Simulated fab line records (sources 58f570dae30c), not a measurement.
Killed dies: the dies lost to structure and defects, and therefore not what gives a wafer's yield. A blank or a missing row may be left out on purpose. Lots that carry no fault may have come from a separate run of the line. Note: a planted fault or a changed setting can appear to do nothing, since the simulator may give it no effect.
Matching of chambers / flow berkeley-cmos170 / UCB170_ACTIVE_ETCH_15 on rie-diel-04 has 4 sister chambers
The step etches Si3N4 in CH3F/Ar/O2, stops on SiO2, target depth 242 nm, time 151 s. 16 wafers are shown with their chamber, then 8 later ones without.

== WAFERS, EACH WITH ITS CHAMBER ==
wafer=L854.1; chamber=3; throttle-valve-pct (%)=8.18; drypump-motor-current-A (A)=5.4; oes-product-au (a.u.)=0.931
wafer=L854.3; chamber=0; throttle-valve-pct (%)=8.01; drypump-motor-current-A (A)=5.0; oes-product-au (a.u.)=0.962
wafer=L854.4; chamber=2; throttle-valve-pct (%)=7.77; drypump-motor-current-A (A)=6.3; oes-product-au (a.u.)=0.931
wafer=L855.2; chamber=0; throttle-valve-pct (%)=8.03; drypump-motor-current-A (A)=5.0; oes-product-au (a.u.)=0.973
wafer=L855.4; chamber=2; throttle-valve-pct (%)=7.79; drypump-motor-current-A (A)=6.4; oes-product-au (a.u.)=0.951
wafer=L855.5; chamber=2; throttle-valve-pct (%)=7.76; drypump-motor-current-A (A)=6.3; oes-product-au (a.u.)=0.950
wafer=L857.3; chamber=0; throttle-valve-pct (%)=8.02; drypump-motor-current-A (A)=5.1; oes-product-au (a.u.)=0.946
wafer=L857.5; chamber=0; throttle-valve-pct (%)=8.01; drypump-motor-current-A (A)=5.0; oes-product-au (a.u.)=0.962
wafer=L857.6; chamber=1; throttle-valve-pct (%)=8.14; drypump-motor-current-A (A)=5.6; oes-product-au (a.u.)=0.913
wafer=L860.3; chamber=3; throttle-valve-pct (%)=8.18; drypump-motor-current-A (A)=5.4; oes-product-au (a.u.)=0.924
wafer=L860.4; chamber=2; throttle-valve-pct (%)=7.75; drypump-motor-current-A (A)=6.4; oes-product-au (a.u.)=0.940
wafer=L860.5; chamber=0; throttle-valve-pct (%)=8.03; drypump-motor-current-A (A)=5.0; oes-product-au (a.u.)=0.964
wafer=L859.3; chamber=1; throttle-valve-pct (%)=8.14; drypump-motor-current-A (A)=5.6; oes-product-au (a.u.)=0.920
wafer=L859.4; chamber=2; throttle-valve-pct (%)=7.76; drypump-motor-current-A (A)=6.3; oes-product-au (a.u.)=0.949
wafer=L859.5; chamber=3; throttle-valve-pct (%)=8.17; drypump-motor-current-A (A)=5.4; oes-product-au (a.u.)=0.932
wafer=L869.3; chamber=3; throttle-valve-pct (%)=8.17; drypump-motor-current-A (A)=5.4; oes-product-au (a.u.)=0.942

SIGNATURES (means of the wafers above)
reading=throttle-valve-pct; chamber 0=8.0200; chamber 1=8.1400; chamber 2=7.7660; chamber 3=8.1750; scatter within a chamber=0.0109
reading=drypump-motor-current-A; chamber 0=5.020; chamber 1=5.600; chamber 2=6.340; chamber 3=5.400; scatter within a chamber=0.0408
reading=oes-product-au; chamber 0=0.96140; chamber 1=0.91650; chamber 2=0.94420; chamber 3=0.93225; scatter within a chamber=0.00848
Rule: a wafer's distance from a chamber is the root of the sum, over the readings, of the square of ((its reading less the chamber's mean) divided by the reading's scatter). The wafer belongs to the nearest chamber; if the next one is less than 2 further off, it can't be placed. The scatter: take each reading less its chamber's mean, square it, sum over the shown wafers, divide by the number of wafers less the number of chambers, and take the root.

== WAFERS MISSING THEIR CHAMBER ==
wafer=L869.4; throttle-valve-pct (%)=7.76; drypump-motor-current-A (A)=6.3; oes-product-au (a.u.)=0.954
wafer=L869.6; throttle-valve-pct (%)=8.19; drypump-motor-current-A (A)=5.4; oes-product-au (a.u.)=0.937
wafer=L875.2; throttle-valve-pct (%)=8.18; drypump-motor-current-A (A)=5.4; oes-product-au (a.u.)=0.927
wafer=L875.5; throttle-valve-pct (%)=7.78; drypump-motor-current-A (A)=6.4; oes-product-au (a.u.)=0.949
wafer=L875.6; throttle-valve-pct (%)=8.15; drypump-motor-current-A (A)=5.4; oes-product-au (a.u.)=0.926
wafer=L876.3; throttle-valve-pct (%)=8.15; drypump-motor-current-A (A)=5.6; oes-product-au (a.u.)=0.913
wafer=L876.5; throttle-valve-pct (%)=8.02; drypump-motor-current-A (A)=5.0; oes-product-au (a.u.)=0.966
wafer=L876.6; throttle-valve-pct (%)=8.15; drypump-motor-current-A (A)=5.6; oes-product-au (a.u.)=0.919

== THE CHAMBER EACH PASSED THROUGH ==
wafer=L869.4; from the rows above=2; in truth=2
wafer=L869.6; from the rows above=3; in truth=3
wafer=L875.2; from the rows above=3; in truth=3
wafer=L875.5; from the rows above=2; in truth=2
wafer=L875.6; from the rows above=3; in truth=3
wafer=L876.3; from the rows above=1; in truth=1
wafer=L876.5; from the rows above=0; in truth=0
wafer=L876.6; from the rows above=1; in truth=1
Correctly placed: 8 of 8. Can't be placed from these rows: 0. Wrongly placed: 0.
